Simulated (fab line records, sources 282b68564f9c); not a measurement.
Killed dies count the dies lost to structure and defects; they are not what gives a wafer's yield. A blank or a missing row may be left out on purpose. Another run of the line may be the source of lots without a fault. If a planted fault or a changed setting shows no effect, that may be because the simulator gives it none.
Which of the tools did it?	flow rit-cmos	Sampling: 14 lots, 42 wafers, 2 of 202 route steps

== WHAT EACH GAUGE READ, for each wafer ==
RIT_PRETRO_TW_MEAS_10. Usual: PRETRO_TW typically reads 477, with standard deviation 4.3.
lot	measured	on	PRETRO_TW	flag
L999	day 2 20:14	film-metro-02	483 482 482	
L101	day 3 04:34	film-metro-04	477 479 478	
L102	day 3 09:44	film-metro-04	479 478 476	
L103	day 3 16:35	film-metro-02	482 482 481	
L104	day 4 04:47	film-metro-01	470 469 468	
L106	day 4 20:07	film-metro-01	489 492 490	OFF
L107	day 5 01:56	film-metro-04	504 500 500	OFF
L109	day 5 01:59	film-metro-01	472 468 470	
L115	day 6 04:22	film-metro-04	479 480 478	
L114	day 6 05:14	film-metro-01	470 472 471	
L117	day 6 09:19	film-metro-02	479 478 480	
L116	day 6 09:34	film-metro-04	476 478 475	
L119	day 6 20:35	film-metro-02	480 480 482	
L121	day 7 04:22	film-metro-02	480 479 481	

== WHICH TOOL RAN EACH LOT (tool, then ch and the chambers of the sampled wafers, then the start) ==
lot	RIT_PRETRO_IMPLANT_08
L999	implanter-04 ch 0, day 2 19:55
L101	implanter-01 ch 0, day 3 04:14
L102	implanter-04 ch 0, day 3 09:25
L103	implanter-04 ch 0, day 3 16:18
L104	implanter-01 ch 0, day 4 04:31
L106	implanter-04 ch 0, day 4 19:47
L107	implanter-04 ch 0, day 5 01:38
L109	implanter-03 ch 0, day 5 01:40
L115	implanter-03 ch 0, day 6 04:02
L114	implanter-01 ch 0, day 6 04:55
L117	implanter-01 ch 0, day 6 08:59
L116	implanter-03 ch 0, day 6 09:14
L119	implanter-01 ch 0, day 6 20:16
L121	implanter-01 ch 0, day 7 04:02
- RIT_PRETRO_IMPLANT_08

== WHAT THE TOOLS THEMSELVES READ (means of the sampled wafers that have a number; where no wafer has one, the mark that the record gives instead) ==
RIT_PRETRO_IMPLANT_08. Usual: beam-energy-keV 45.004, standard deviation 0.015; tilt-deg 7.007 degrees, standard deviation 0.02.
lot	tool	beam-energy-keV	tilt-deg (degrees)	flag
L999	implanter-04	44.998	6.980	
L101	implanter-01	45.025	7.030	
L102	implanter-04	44.990	7.000	
L103	implanter-04	44.996	7.016	
L104	implanter-01	45.016	7.015	
L106	implanter-04	60.744	7.014	OFF
L107	implanter-04	60.765	7.020	OFF
L109	implanter-03	45.006	7.012	
L115	implanter-03	44.981	6.995	
L114	implanter-01	45.007	7.009	
L117	implanter-01	45.014	7.031	
L116	implanter-03	45.010	6.981	
L119	implanter-01	45.014	7.012	
L121	implanter-01	45.003	7.030	

== THE ANSWER, worked out from the rows above alone ==
Rule: lot off if the mean of its wafers having a number is beyond 3 standard deviations from the usual mean. A lot without any number at a reading at which 4 lots or more have one is off too. Where the step has rows for the other lots, those lots are counted as sound. The gauges are gone through in route order, then the tools' own readings, and for those a lot's mean is taken as printed above. At the first step where some lot is off, the reading lying furthest off is the one used; lots without a number count as furthest.
Off: L106, L107, seen at RIT_PRETRO_TW_MEAS_10 (PRETRO_TW).
A tool fits if, at a process step before that reading, it ran every lot that is off, and no sound lot after the first of them. The gauges at RIT_PRETRO_TW_MEAS_10 aren't tried: what is off there is off at RIT_PRETRO_IMPLANT_08 too, on other tools, and a gauge's error can't cause that. One candidate fits, namely implanter-04 at RIT_PRETRO_IMPLANT_08. A fault onset in the window from L103 (day 3 16:18, its last sound lot) to L106 (day 4 19:47, its first lot off) fits.
On the lots that are off, the tool's own readings at RIT_PRETRO_IMPLANT_08 differ by more than 5 times the standard deviation of the sound lots' means, which bears it out; beam-energy-keV reads 60.755 there versus 45.005 on the sound lots.

== WHAT THE SIMULATOR HAD INSERTED ==
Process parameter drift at RIT_PRETRO_IMPLANT_08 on implanter-04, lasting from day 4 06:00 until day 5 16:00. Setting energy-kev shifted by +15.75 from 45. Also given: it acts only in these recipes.
Lots struck among those shown: L106, L107. The rule given above showed the same thing.
